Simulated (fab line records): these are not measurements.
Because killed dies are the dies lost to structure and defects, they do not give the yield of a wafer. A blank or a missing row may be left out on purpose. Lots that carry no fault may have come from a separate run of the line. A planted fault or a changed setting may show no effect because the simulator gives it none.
Split-lot trial -- flow ritCmos -- 23 wafers read from 5 lots, route of 202 steps

ABOUT THE SPLIT
At RIT_M1_METAL_ETCH_12 (etches Al in Cl2/BCl3, stops on SiO2, time 165 s, target depth 600 nm), the setting overEtchFrac was moved away from the recipe's 0.5 on 9 of the 23 wafers read, by -14.6% to +25.7%. All remaining wafers had this setting at the recipe value.

The reading is taken at the split's own step.

THE READING
NOVOLAK_of_M1_COAT_04.thkNm (the simulator's own value, which no gauge read), in nm, at RIT_M1_METAL_ETCH_12 (etches Al in Cl2/BCl3, stops on SiO2, time 165 s, target depth 600 nm). The file does not state a usual value for it. Average 800.0 nm, standard deviation 5.3 nm, over the 14 wafers here run with the recipe.

wafer,"tool, chamber at the split",overEtchFrac as run,against the recipe,"NOVOLAK_of_M1_COAT_04.thkNm, nm",against lot-mates on the recipe
L076.1,"rieMetal-01, 0",0.6152,+23.0%,780.2,-22.0
L076.2,"rieMetal-01, 1",0.6152,+23.0%,780.2,-22.0
L076.3,"rieMetal-01, 0",0.5,recipe,799.2,-
L076.4,"rieMetal-01, 1",0.6152,+23.0%,779.1,-23.1
L076.5,"rieMetal-01, 1",0.5,recipe,805.3,-
L080.1,"rieMetal-04, 1",0.6287,+25.7%,765.9,-28.3
L080.2,"rieMetal-04, 0",0.6287,+25.7%,774.5,-19.7
L080.3,"rieMetal-04, 0",0.5,recipe,799,-
L080.4,"rieMetal-04, 1",0.5,recipe,791.1,-
L080.6,"rieMetal-04, 1",0.5,recipe,792.5,-
L081.1,"rieMetal-03, 0",0.5,recipe,801.7,-
L081.2,"rieMetal-03, 1",0.5,recipe,788.3,-
L081.3,"rieMetal-03, 0",0.4438,-11.2%,814.7,+16.3
L081.5,"rieMetal-03, 0",0.5,recipe,805.1,-
L081.6,"rieMetal-03, 1",0.4438,-11.2%,808.2,+9.8
L082.1,"rieMetal-01, 1",0.5,recipe,801.6,-
L082.3,"rieMetal-01, 1",0.5,recipe,801.4,-
L082.6,"rieMetal-01, 1",0.5,recipe,803.2,-
L085.1,"rieMetal-01, 0",0.427,-14.6%,817.4,+13.4
L085.2,"rieMetal-01, 1",0.5,recipe,804,-
L085.4,"rieMetal-01, 1",0.5,recipe,804.5,-
L085.5,"rieMetal-01, 1",0.427,-14.6%,818,+14.0
L085.6,"rieMetal-01, 0",0.5,recipe,803.5,-

FIT RESULTS
A straight line over all 23 wafers: NOVOLAK_of_M1_COAT_04.thkNm changes by -1.04 nm for each +1% of overEtchFrac; r = -0.94; the points scatter about the line by 5 nm.
The same after taking each lot's own level away (the mean of its wafers on the recipe; 23 wafers): -0.972 nm for each +1%; r = -0.96; scatter 3.7 nm.
The reading moves by 25 nm for the largest change in overEtchFrac, on that fit.
Across the lots, their own levels run from 794.20 to 804.00 nm, a range of 1.8 times the standard deviation given above.
The two slopes are in agreement: the lot-to-lot level therefore moves the slope only a little.
Check: -23.9 nm against its lot-mates is what the line predicts for one of the wafers moved furthest among these (+25.7%) when that wafer is left out of the fit. Against them it came out at -28.3 nm.

THESE WAFERS: OTHER SPLITS
Before the reading, these wafers also passed through other splits. Each is held against what the fit with the lots' levels taken away leaves over:
other split on the same wafers,wafers away from the commonest value,r with NOVOLAK_of_M1_COAT_04.thkNm (lot level and that fit taken away)
RIT_PSD_SOFTBAKE_02 tempC,8,-0.12
RIT_SDANNEAL_CLEAN_00 timeS,15,-0.05
RIT_CONTACT_CVD_00 timeS,10,-0.01
RIT_M1_EXPOSE_06 doseMj,7,+0.25

FILE'S OWN FIT
NOVOLAK_of_M1_COAT_04.thkNm changes by -0.967 nm for each +1% of overEtchFrac, r = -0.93.
